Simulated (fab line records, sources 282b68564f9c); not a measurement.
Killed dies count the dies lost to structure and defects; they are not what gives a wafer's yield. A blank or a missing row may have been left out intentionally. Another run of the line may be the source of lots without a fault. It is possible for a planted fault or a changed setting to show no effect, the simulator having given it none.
A single fault, viewed from 2 desks :: flow rit cmos :: only its own numbers are on each desk; what lay behind them is given at the end

THE TOOL OWNER'S DESK: pecvd-02
The tool's own readings at RIT_CONTACT_CVD_00 (deposits SiO2 from TEOS, target thk 400 nm, time 61 s): means of the sampled wafers that have a number, for each lot that ran on this tool. Any lot whose mean is over 4 standard deviations away from the usual mean is out of limits and marked OUT; that distance is given in the brackets.
Columns: A = heater power w at RIT_CONTACT_CVD_00, usual 300 W; B = rf fwd power W at RIT_CONTACT_CVD_00, usual 397.2 W
lot: L137
first seen here: day 3 10:06
A: 308
B: 396.5

lot: L140
first seen here: day 4 02:42
A: 295
B: 397.5

lot: L143
first seen here: day 4 12:49
A: 275
B: 398.1

lot: L154
first seen here: day 6 20:27
A: 304
B: 396.1
This desk's finding: nothing out of limits on any of the 4 lots.

FROM THE METROLOGY DESK
Lot by lot, what the gauges showed, no matter which tool ran the lot: averages of those sampled wafers that carry a number. Any lot whose mean is over 4 standard deviations away from the usual mean is out of limits and marked OUT; that distance is given in the brackets.
Columns: A = CONTACT_TEOS_THK at RIT_CONTACT_THK_MEAS_01, usual 400 nm
lot: L136
first seen here: day 3 08:17
A: 406

lot: L137
first seen here: day 3 10:10
A: 404

lot: L138
first seen here: day 3 18:28
A: 396

lot: L139
first seen here: day 3 20:07
A: 405

lot: L140
first seen here: day 4 02:45
A: 395

lot: L141
first seen here: day 4 04:47
A: 400

lot: L142
first seen here: day 4 09:20
A: 402

lot: L143
first seen here: day 4 12:52
A: 401

lot: L144
first seen here: day 4 19:11
A: 397

lot: L150
first seen here: day 6 00:59
A: 401

lot: L154
first seen here: day 6 20:30
A: 480 (+15) OUT

lot: L156
first seen here: day 7 07:21
A: 398

lot: L158
first seen here: day 7 17:27
A: 402
This desk finds L154 out of limits, with the earliest case on L154 at day 6 20:30 (CONTACT_TEOS_THK at RIT_CONTACT_THK_MEAS_01). Within limits: L136, L137, L138, L139, L140, L141, L142, L143, L144, L150, L156, L158.

PUT TOGETHER
Metrology desk: alarm possible at day 6 20:30 on L154.
Nothing out of limits was seen by the tool owner's desk.
On record at the tool owner's desk: L154, within its limits.
The lots listed all ran RIT_CONTACT_CVD_00 on pecvd-02.

WHAT THE SIMULATOR HAD PUT IN
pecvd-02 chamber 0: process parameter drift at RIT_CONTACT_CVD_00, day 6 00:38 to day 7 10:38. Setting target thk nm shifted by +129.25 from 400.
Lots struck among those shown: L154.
Hours from the fault's start to each desk's first reading out of limits: the metrology desk, 20.
